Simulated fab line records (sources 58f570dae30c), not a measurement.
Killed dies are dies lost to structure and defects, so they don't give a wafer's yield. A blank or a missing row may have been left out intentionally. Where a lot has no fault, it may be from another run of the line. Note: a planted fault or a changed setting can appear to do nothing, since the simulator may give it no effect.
Which tool is to blame? / flow berkeley_cmos170 / 42 wafers from 14 lots sampled at 5 of the route's 331 steps

WHAT THE GAUGES READ, wafer by wafer
UCB170_SCREENOX_THK_MEAS_02.
lot=L859; measured=day 5 17:11; on=film_metro-03; SCREENOX_OXIDE_THK (nm)=14.83 14.46 14.69
lot=L860; measured=day 5 23:49; on=film_metro-03; SCREENOX_OXIDE_THK (nm)=14.60 14.70 14.64
lot=L864; measured=day 6 23:50; on=film_metro-03; SCREENOX_OXIDE_THK (nm)=14.38 14.48 14.32
lot=L863; measured=day 6 23:47; on=film_metro-04; SCREENOX_OXIDE_THK (nm)=14.40 14.54 14.00
lot=L862; measured=day 6 23:49; on=film_metro-03; SCREENOX_OXIDE_THK (nm)=14.76 14.31 14.65
lot=L865; measured=day 6 23:47; on=film_metro-01; SCREENOX_OXIDE_THK (nm)=14.52 14.38 14.33
lot=L868; measured=day 7 12:32; on=film_metro-03; SCREENOX_OXIDE_THK (nm)=14.25 14.40 14.30
lot=L866; measured=day 7 12:33; on=film_metro-04; SCREENOX_OXIDE_THK (nm)=14.33 14.14 14.46
lot=L869; measured=day 7 21:18; on=film_metro-03; SCREENOX_OXIDE_THK (nm)=14.21 14.12 14.09
lot=L870; measured=day 8 11:59; on=film_metro-03; SCREENOX_OXIDE_THK (nm)=14.18 14.27 14.27
lot=L873; measured=day 8 23:50; on=film_metro-04; SCREENOX_OXIDE_THK (nm)=14.29 14.22 14.25
lot=L875; measured=day 9 22:30; on=film_metro-01; SCREENOX_OXIDE_THK (nm)=14.66 14.49 14.63
lot=L880; measured=day 10 22:52; on=film_metro-03; SCREENOX_OXIDE_THK (nm)=14.30 14.52 14.37
lot=L881; measured=day 10 22:52; on=film_metro-01; SCREENOX_OXIDE_THK (nm)=14.47 14.20 14.10

UCB170_PVT_OVL_MEAS_06.
lot=L859; measured=day 6 01:22; on=overlay-02; PVT_OVL (nm)=1 6 1
lot=L860; measured=day 6 07:27; on=overlay-01; PVT_OVL (nm)=6 -2 -3
lot=L864; measured=day 7 06:24; on=overlay-02; PVT_OVL (nm)=-2 -5 1
lot=L863; measured=day 7 06:11; on=overlay-01; PVT_OVL (nm)=6 -1 12
lot=L862; measured=day 7 05:56; on=overlay-02; PVT_OVL (nm)=4 3 3
lot=L865; measured=day 7 05:40; on=overlay-02; PVT_OVL (nm)=2 -7 8
lot=L868; measured=day 7 23:56; on=overlay-02; PVT_OVL (nm)=7 4 4
lot=L866; measured=day 7 23:58; on=overlay-01; PVT_OVL (nm)=9 6 7
lot=L869; measured=day 8 05:50; on=overlay-02; PVT_OVL (nm)=3 -1 1
lot=L870; measured=day 8 20:30; on=overlay-01; PVT_OVL (nm)=4 13 3
lot=L873; measured=day 9 10:58; on=overlay-01; PVT_OVL (nm)=4 9 7
lot=L875; measured=day 10 09:13; on=overlay-02; PVT_OVL (nm)=-6 -5 -7
lot=L880; measured=day 11 08:25; on=overlay-01; PVT_OVL (nm)=8 4 3
lot=L881; measured=day 11 08:08; on=overlay-01; PVT_OVL (nm)=3 -3 3

UCB170_GATE_THK_MEAS_02.
lot=L859; measured=day 6 09:48; on=film_metro-02; GATE_OXIDE_THK (nm)=6.32 6.29 6.54
lot=L860; measured=day 6 09:55; on=film_metro-04; GATE_OXIDE_THK (nm)=6.58 6.52 6.40
lot=L864; measured=day 7 10:37; on=film_metro-02; GATE_OXIDE_THK (nm)=6.63 6.75 6.57
lot=L863; measured=day 7 10:33; on=film_metro-04; GATE_OXIDE_THK (nm)=6.59 6.69 6.67
lot=L862; measured=day 7 10:35; on=film_metro-01; GATE_OXIDE_THK (nm)=6.59 6.67 6.71
lot=L865; measured=day 7 10:33; on=film_metro-02; GATE_OXIDE_THK (nm)=6.66 6.64 6.72
lot=L868; measured=day 8 05:19; on=film_metro-01; GATE_OXIDE_THK (nm)=6.51 6.64 6.56
lot=L866; measured=day 8 05:19; on=film_metro-02; GATE_OXIDE_THK (nm)=6.72 6.57 6.59
lot=L869; measured=day 8 13:50; on=film_metro-04; GATE_OXIDE_THK (nm)=6.59 6.54 6.66
lot=L870; measured=day 9 04:40; on=film_metro-01; GATE_OXIDE_THK (nm)=6.74 6.73 6.67
lot=L873; measured=day 9 19:25; on=film_metro-01; GATE_OXIDE_THK (nm)=6.45 6.51 6.50
lot=L875; measured=day 10 17:17; on=film_metro-02; GATE_OXIDE_THK (nm)=6.76 6.85 6.69
lot=L880; measured=day 11 15:14; on=film_metro-04; GATE_OXIDE_THK (nm)=5.64 5.63 5.62 5.65 5.72 5.57
lot=L881; measured=day 11 15:10; on=film_metro-01; GATE_OXIDE_THK (nm)=5.89 5.83 5.76 5.90 5.81 5.78

EACH LOT AND THE TOOL THAT RAN IT (in order: tool; ch and the chambers of the sampled wafers; start)
lot=L859; UCB170_PFIELD_STRIP_08=plasma_asher-02 ch 0,1, day 4 15:10; UCB170_GATE_OXIDATION_01=furnace-04 ch 0, day 6 08:17
lot=L860; UCB170_PFIELD_STRIP_08=plasma_asher-02 ch 0,1, day 4 23:43; UCB170_GATE_OXIDATION_01=furnace-04 ch 0, day 6 08:17
lot=L864; UCB170_PFIELD_STRIP_08=plasma_asher-03 ch 0,1, day 5 15:07; UCB170_GATE_OXIDATION_01=furnace-01 ch 0, day 7 09:03
lot=L863; UCB170_PFIELD_STRIP_08=plasma_asher-02 ch 0,1, day 5 15:19; UCB170_GATE_OXIDATION_01=furnace-01 ch 0, day 7 09:03
lot=L862; UCB170_PFIELD_STRIP_08=plasma_asher-03 ch 0,1, day 5 16:01; UCB170_GATE_OXIDATION_01=furnace-01 ch 0, day 7 09:03
lot=L865; UCB170_PFIELD_STRIP_08=plasma_asher-02 ch 1, day 5 18:10; UCB170_GATE_OXIDATION_01=furnace-01 ch 0, day 7 09:03
lot=L868; UCB170_PFIELD_STRIP_08=plasma_asher-03 ch 0, day 6 03:14; UCB170_GATE_OXIDATION_01=furnace-01 ch 0, day 8 03:49
lot=L866; UCB170_PFIELD_STRIP_08=plasma_asher-01 ch 0,1, day 6 03:16; UCB170_GATE_OXIDATION_01=furnace-01 ch 0, day 8 03:49
lot=L869; UCB170_PFIELD_STRIP_08=plasma_asher-02 ch 0,1, day 6 15:18; UCB170_GATE_OXIDATION_01=furnace-02 ch 0, day 8 12:15
lot=L870; UCB170_PFIELD_STRIP_08=plasma_asher-02 ch 0,1, day 7 09:02; UCB170_GATE_OXIDATION_01=furnace-02 ch 0, day 9 03:10
lot=L873; UCB170_PFIELD_STRIP_08=plasma_asher-03 ch 0,1, day 7 17:29; UCB170_GATE_OXIDATION_01=furnace-04 ch 0, day 9 17:53
lot=L875; UCB170_PFIELD_STRIP_08=plasma_asher-02 ch 0,1, day 8 13:53; UCB170_GATE_OXIDATION_01=furnace-01 ch 0, day 10 15:47
lot=L880; UCB170_PFIELD_STRIP_08=plasma_asher-03 ch 0,1, day 9 13:35; UCB170_GATE_OXIDATION_01=furnace-01 ch 0, day 11 13:40
lot=L881; UCB170_PFIELD_STRIP_08=plasma_asher-02 ch 1, day 9 14:01; UCB170_GATE_OXIDATION_01=furnace-01 ch 0, day 11 13:40
- UCB170_PFIELD_STRIP_08: strips in O2.
- UCB170_GATE_OXIDATION_01: target thk 6.6 nm, ox time 1800 s.

AS READ BY THE TOOLS THEMSELVES (means over the sampled wafers that have a number; for cases with no such wafer, the mark the record gives instead)
UCB170_PFIELD_STRIP_08.
lot=L859; tool=plasma_asher-02; drypump_motor_current_A (A)=6.23; oes_product_au (a.u.)=0.733; strip_time_to_endpoint_s (s)=21.50
lot=L860; tool=plasma_asher-02; drypump_motor_current_A (A)=6.25; oes_product_au (a.u.)=0.734; strip_time_to_endpoint_s (s)=21.57
lot=L864; tool=plasma_asher-03; drypump_motor_current_A (A)=5.95; oes_product_au (a.u.)=0.737; strip_time_to_endpoint_s (s)=21.59
lot=L863; tool=plasma_asher-02; drypump_motor_current_A (A)=6.06; oes_product_au (a.u.)=0.738; strip_time_to_endpoint_s (s)=21.67
lot=L862; tool=plasma_asher-03; drypump_motor_current_A (A)=5.96; oes_product_au (a.u.)=0.742; strip_time_to_endpoint_s (s)=21.64
lot=L865; tool=plasma_asher-02; drypump_motor_current_A (A)=5.87; oes_product_au (a.u.)=0.733; strip_time_to_endpoint_s (s)=21.65
lot=L868; tool=plasma_asher-03; drypump_motor_current_A (A)=5.98; oes_product_au (a.u.)=0.733; strip_time_to_endpoint_s (s)=21.64
lot=L866; tool=plasma_asher-01; drypump_motor_current_A (A)=6.14; oes_product_au (a.u.)=0.736; strip_time_to_endpoint_s (s)=21.66
lot=L869; tool=plasma_asher-02; drypump_motor_current_A (A)=6.05; oes_product_au (a.u.)=0.735; strip_time_to_endpoint_s (s)=21.64
lot=L870; tool=plasma_asher-02; drypump_motor_current_A (A)=6.07; oes_product_au (a.u.)=0.738; strip_time_to_endpoint_s (s)=21.63
lot=L873; tool=plasma_asher-03; drypump_motor_current_A (A)=5.97; oes_product_au (a.u.)=0.735; strip_time_to_endpoint_s (s)=21.63
lot=L875; tool=plasma_asher-02; drypump_motor_current_A (A)=6.24; oes_product_au (a.u.)=0.739; strip_time_to_endpoint_s (s)=21.71
lot=L880; tool=plasma_asher-03; drypump_motor_current_A (A)=5.97; oes_product_au (a.u.)=0.733; strip_time_to_endpoint_s (s)=21.60
lot=L881; tool=plasma_asher-02; drypump_motor_current_A (A)=5.87; oes_product_au (a.u.)=0.733; strip_time_to_endpoint_s (s)=21.63

UCB170_GATE_OXIDATION_01.
lot=L859; tool=furnace-04; ox_temp_c (C)=850.1; zone_power_load_pct (%)=23.3
lot=L860; tool=furnace-04; ox_temp_c (C)=849.9; zone_power_load_pct (%)=23.3
lot=L864; tool=furnace-01; ox_temp_c (C)=850.2; zone_power_load_pct (%)=24.3
lot=L863; tool=furnace-01; ox_temp_c (C)=849.9; zone_power_load_pct (%)=24.5
lot=L862; tool=furnace-01; ox_temp_c (C)=850.0; zone_power_load_pct (%)=24.6
lot=L865; tool=furnace-01; ox_temp_c (C)=850.3; zone_power_load_pct (%)=24.2
lot=L868; tool=furnace-01; ox_temp_c (C)=850.1; zone_power_load_pct (%)=24.0
lot=L866; tool=furnace-01; ox_temp_c (C)=849.4; zone_power_load_pct (%)=24.0
lot=L869; tool=furnace-02; ox_temp_c (C)=850.0; zone_power_load_pct (%)=22.1
lot=L870; tool=furnace-02; ox_temp_c (C)=850.0; zone_power_load_pct (%)=21.9
lot=L873; tool=furnace-04; ox_temp_c (C)=849.5; zone_power_load_pct (%)=23.0
lot=L875; tool=furnace-01; ox_temp_c (C)=850.1; zone_power_load_pct (%)=24.2
lot=L880; tool=furnace-01; ox_temp_c (C)=850.0; zone_power_load_pct (%)=24.3
lot=L881; tool=furnace-01; ox_temp_c (C)=850.1; zone_power_load_pct (%)=24.1

THE ANSWER, worked out from the rows above alone
Rule: what is usual is taken from the lots themselves. The widest of any qualifying gaps counts: lots, ordered by their means at a reading, are off when they make up no more than a third of the lots, leave a main group of 4 or more, and stand apart from it by 3 or more times the standard deviation of that group's means. If all means in a main group match to the digits the tables above print for the reading, that group is not used. Also off: a lot with no number at a reading for which 4 or more lots have one. Any other lot the step has rows for is counted as sound. The gauges are gone through in route order, then the tools' own readings, and for those a lot's mean is taken as printed above. At the first step where some lot is off, the reading lying furthest off is the one used; lots without a number count as furthest.
Off: L880, L881, seen at UCB170_GATE_THK_MEAS_02 (GATE_OXIDE_THK). For the main group the mean is 6.61 nm and the standard deviation 0.1.
A tool fits if, at a process step before that reading, it ran every lot that is off, and no sound lot after the first of them. Those tools and the gauges at UCB170_GATE_THK_MEAS_02 are tried in the same way. One fits: UCB170_GATE_OXIDATION_01 on furnace-01. A fault onset in the window from L875 (day 10 15:47, its last sound lot) to L880 (day 11 13:40, its first lot off) fits.

WHAT WAS PUT IN BY THE SIMULATOR
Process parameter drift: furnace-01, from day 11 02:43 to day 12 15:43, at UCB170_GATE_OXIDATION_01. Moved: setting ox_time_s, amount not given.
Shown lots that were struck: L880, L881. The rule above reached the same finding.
